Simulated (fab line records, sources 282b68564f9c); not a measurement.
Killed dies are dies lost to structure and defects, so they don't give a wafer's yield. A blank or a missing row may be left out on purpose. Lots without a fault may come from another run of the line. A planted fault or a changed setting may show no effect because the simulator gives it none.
Tool commonality check | flow rit_cmos | 14 lots, 48 wafers sampled

WHY IT WAS OPENED
At RIT_GATE_CD_MEAS_16 the reading cd_nm is flagged on 2 of 14 lots. Wafers without a fault read 149.7 nm, standard deviation 2.2.
Rule: a lot is flagged when every wafer of it that has a number lies more than 4 standard deviations from that mean, or none has a number. The other lots count as sound.

lot  | measured    | on        | cd_nm (nm), wafer by wafer          | flag
L280 | day 3 00:29 | cd_sem-01 | 154.1 151.1 152.3                   |
L281 | day 3 04:47 | cd_sem-01 | 153.2 153.8 152.2                   |
L282 | day 3 08:50 | cd_sem-01 | 148.1 150.0 149.2                   |
L283 | day 3 13:05 | cd_sem-02 | 145.2 143.5 144.9                   |
L284 | day 3 17:54 | cd_sem-01 | 151.2 151.9 150.8                   |
L285 | day 3 23:32 | cd_sem-02 | 148.2 146.1 145.9                   |
L286 | day 4 05:24 | cd_sem-02 | 147.0 146.2 146.7                   |
L287 | day 4 10:09 | cd_sem-01 | 145.6 149.1 145.0                   |
L288 | day 4 13:57 | cd_sem-01 | 148.8 146.5 148.0                   |
L289 | day 4 21:17 | cd_sem-01 | 150.5 151.1 150.8                   |
L292 | day 5 13:06 | cd_sem-02 | 135.0 135.1 136.0 135.3 134.9 136.2 | FLAGGED
L293 | day 5 15:54 | cd_sem-02 | 138.4 139.1 136.3 138.3 138.9 136.0 | FLAGGED
L295 | day 6 02:39 | cd_sem-02 | 151.1 149.9 148.7                   |
L301 | day 7 08:13 | cd_sem-01 | 151.2 150.1 153.6                   |
The numbers of the flagged lots are 136.6 nm on average: -13.1 nm against the usual, or -6 standard deviations.

WHICH TOOL RAN EACH LOT
The record holds 1 process step before the reading, out of a route of 202 steps. In each cell: the tool, then ch and the chambers that the sampled wafers went through, then the start.
lot  | flag    | RIT_GATE_DEVELOP_15
L280 |         | litho_track-04 ch 0, day 3 00:00
L281 |         | litho_track-01 ch 0, day 3 04:00
L282 |         | litho_track-02 ch 0, day 3 08:00
L283 |         | litho_track-04 ch 0, day 3 12:00
L284 |         | litho_track-02 ch 0, day 3 17:00
L285 |         | litho_track-01 ch 0, day 3 23:00
L286 |         | litho_track-02 ch 0, day 4 05:00
L287 |         | litho_track-01 ch 0, day 4 10:00
L288 |         | litho_track-04 ch 0, day 4 13:00
L289 |         | litho_track-01 ch 0, day 4 21:00
L292 | FLAGGED | litho_track-01 ch 0, day 5 12:00
L293 | FLAGGED | litho_track-01 ch 0, day 5 15:00
L295 |         | litho_track-04 ch 0, day 6 02:00
L301 |         | litho_track-02 ch 0, day 7 08:00
What these steps do:
- RIT_GATE_DEVELOP_15: develop time 50.85 s.
- RIT_GATE_CD_MEAS_16: target cd 150 nm.

FLAGGED OVER TOTAL, TOOL BY TOOL (the gauges that took the reading come last)
step                | tool           | lots run | flagged | share of the flagged lots | sound lots run after its first flagged lot
RIT_GATE_DEVELOP_15 | litho_track-01 | 6        | 2       | all                       | 0
RIT_GATE_DEVELOP_15 | litho_track-02 | 4        | 0       | none                      | -
RIT_GATE_DEVELOP_15 | litho_track-04 | 4        | 0       | none                      | -
RIT_GATE_CD_MEAS_16 | cd_sem-01      | 8        | 0       | none                      | -
RIT_GATE_CD_MEAS_16 | cd_sem-02      | 6        | 2       | all                       | 1 (L295)

WHAT THE TABLE ALLOWS
2 rows of the table ran every flagged lot: litho_track-01 at RIT_GATE_DEVELOP_15, cd_sem-02 at RIT_GATE_CD_MEAS_16.
- litho_track-01 at RIT_GATE_DEVELOP_15: 2 of its 6 lots flagged. Its last sound lot is L289 (day 4 21:00), its first flagged lot L292 (day 5 12:00): a fault that began between those two fits. Its own readings lie more than 4 standard deviations out on every wafer of the flagged lots: developer_temp_C.
- cd_sem-02 at RIT_GATE_CD_MEAS_16: 2 of its 6 lots flagged. Sound lots ran on it after the first flagged one (L295), which a lasting fault on the whole tool wouldn't allow.
One tool is left: litho_track-01 at RIT_GATE_DEVELOP_15.

WHAT THE SIMULATOR HAD PUT IN
Process parameter drift: litho_track-01, from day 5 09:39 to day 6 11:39, at RIT_GATE_DEVELOP_15. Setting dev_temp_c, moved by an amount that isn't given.
Lots struck among those shown: L292, L293. The rule above found the same.
